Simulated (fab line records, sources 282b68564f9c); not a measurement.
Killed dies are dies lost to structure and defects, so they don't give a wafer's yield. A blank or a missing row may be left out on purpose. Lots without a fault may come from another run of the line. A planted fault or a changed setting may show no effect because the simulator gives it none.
Chamber matching | flow rit_cmos | RIT_GATE_ETCH_19 on rie_si-02: 3 sister chambers
The step etches poly-Si in SF6/CHF3/O2, stops on SiO2, time 165 s, target depth 312.5 nm. 3 wafers are shown with their chamber, then 4 later ones without.

WAFERS WITH THEIR CHAMBER
wafer  | chamber | throttle_valve_pct (%)
L337.2 | 1       | 10.47
L347.1 | 2       | 9.95
L347.2 | 0       | 10.24

WAFERS WITHOUT THEIR CHAMBER
wafer  | throttle_valve_pct (%)
L349.1 | 10.24
L349.3 | 9.98
L351.1 | 10.49
L351.2 | 10.24

WHICH CHAMBER EACH WENT THROUGH
wafer  | from the rows above | in truth
L349.1 | 0                   | 0
L349.3 | 2                   | 2
L351.1 | 1                   | 1
L351.2 | 0                   | 0
Placed correctly: 4 of 4. Can't be placed from these rows: 0. Placed wrongly: 0.
How it was worked out, from the rows above alone: a wafer's distance from a chamber is the root of the sum, over the readings, of the square of ((its reading less the chamber's mean) divided by the reading's scatter). The wafer belongs to the nearest chamber; if the next one is less than 2 further off, it can't be placed. A chamber's mean is the mean of its shown wafers. The scatter: with one shown wafer a chamber, the root of the mean of the squares of how far each hidden wafer lies from its nearest shown one.
